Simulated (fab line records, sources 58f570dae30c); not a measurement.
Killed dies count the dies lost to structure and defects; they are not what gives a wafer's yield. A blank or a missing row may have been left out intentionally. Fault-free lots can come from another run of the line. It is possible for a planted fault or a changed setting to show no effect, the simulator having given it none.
Split-lot experiment ; flow berkeley-cmos170 ; 23 wafers read across 5 lots, on a route 331 steps long

## ON THE SPLIT
At UCB170_M3_COAT_10 (resist thk 900 nm), the setting resist-thk-nm was moved away from the recipe's 900 nm on 8 of the 23 wafers read, by -5.6% to -2.8%. This setting was run at the recipe's value on the other wafers.

## FROM THE SPLIT TO THE READING: what the file shows between them, 3 steps
- UCB170_M3_DEVELOP_14: develop time 45 s (also split here: dev-temp-c)
- UCB170_M3_ETCH_17: etches BARC in N2/H2
- UCB170_M3_METAL_ETCH_18: etches Al in Cl2/BCl3, stops on SiO2, target depth 1170 nm, time 195 s

## THE READING
oes-product-au, in a.u., at UCB170_M3_STRIP_19 (strips in O2). Fault-free wafers of this fab line usually give 0.536 a.u., standard deviation 0.012 a.u.

wafer;tool, chamber at the split;resist-thk-nm as run, nm;against the recipe;oes-product-au, a.u.;against lot-mates on the recipe
L074.1;litho-track-02, 0;900;recipe;0.558;-
L074.2;litho-track-02, 0;900;recipe;0.532;-
L074.3;litho-track-02, 0;900;recipe;0.564;-
L074.4;litho-track-02, 0;868.4;-3.5%;0.501;-0.050
L074.6;litho-track-02, 0;868.4;-3.5%;0.503;-0.048
L075.1;litho-track-01, 0;900;recipe;0.543;-
L075.2;litho-track-01, 0;900;recipe;0.549;-
L075.3;litho-track-01, 0;900;recipe;0.538;-
L075.4;litho-track-01, 0;900;recipe;0.534;-
L075.5;litho-track-01, 0;900;recipe;0.523;-
L076.1;litho-track-01, 0;900;recipe;0.546;-
L076.3;litho-track-01, 0;874.7;-2.8%;0.520;-0.018
L076.4;litho-track-01, 0;900;recipe;0.531;-
L076.5;litho-track-01, 0;874.7;-2.8%;0.505;-0.033
L076.6;litho-track-01, 0;874.7;-2.8%;0.512;-0.026
L082.1;litho-track-01, 0;900;recipe;0.547;-
L082.3;litho-track-01, 0;900;recipe;0.553;-
L082.5;litho-track-01, 0;900;recipe;0.543;-
L083.2;litho-track-03, 0;900;recipe;0.527;-
L083.3;litho-track-03, 0;849.7;-5.6%;0.467;-0.058
L083.4;litho-track-03, 0;849.7;-5.6%;0.471;-0.054
L083.5;litho-track-03, 0;900;recipe;0.523;-
L083.6;litho-track-03, 0;849.7;-5.6%;0.481;-0.044

FIT RESULTS
A straight line over all 23 wafers: oes-product-au changes by +0.0117 a.u. for each +1% of resist-thk-nm; r = +0.92; the points scatter about the line by 0.011 a.u.
The same after taking each lot's own level away (the mean of its wafers on the recipe; 23 wafers): +0.01 a.u. for each +1%; r = +0.92; scatter 0.0093 a.u.
The reading moves by 0.056 a.u. for the largest change in resist-thk-nm, on that fit.
From 0.5250 to 0.5513 a.u.: that is the span of the lots' own levels, equal to 2.2 times the standard deviation above.
So the slope is not independent of the lot-to-lot level: the two fits are not the same.
Check: with one of the wafers moved furthest among these (-5.6%) left out of the fit, the line predicts -0.0561 a.u. for it against its lot-mates. Against them it came out at -0.058 a.u.

## OTHER SPLITS ON THESE WAFERS
Before the reading, these wafers also passed through other splits. Each is held against what the fit with the lots' levels taken away leaves over:
other split on the same wafers;wafers away from the commonest value;r with oes-product-au (lot level and that fit taken away)
UCB170_M2_COAT_05 resist-thk-nm;7;+0.15
UCB170_V2_COAT_07 spin-rpm;9;+0.36
UCB170_M3_DEVELOP_14 dev-temp-c;7;-0.10

## THE WHOLE CHAIN: every reading that the file lists as answering this split, in the file's order
step;what it does;reading;change (the file's fit);r (the file's)
UCB170_M3_COAT_10;resist thk 900 nm;KrF_of_M3_COAT_10.thk-nm (the simulator's own value, which no gauge read);+9.32 nm for each +1% of the setting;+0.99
UCB170_M3_METAL_ETCH_18;etches Al in Cl2/BCl3, stops on SiO2, target depth 1170 nm, time 195 s;KrF_of_M3_COAT_10.thk-nm (the simulator's own value, which no gauge read);+9.95 nm for each +1% of the setting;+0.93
UCB170_M3_STRIP_19;strips in O2;oes-product-au;+0.0105 a.u. for each +1% of the setting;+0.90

## THE FILE'S OWN FIT
oes-product-au changes by +0.0105 a.u. for each +1% of resist-thk-nm, r = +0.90.
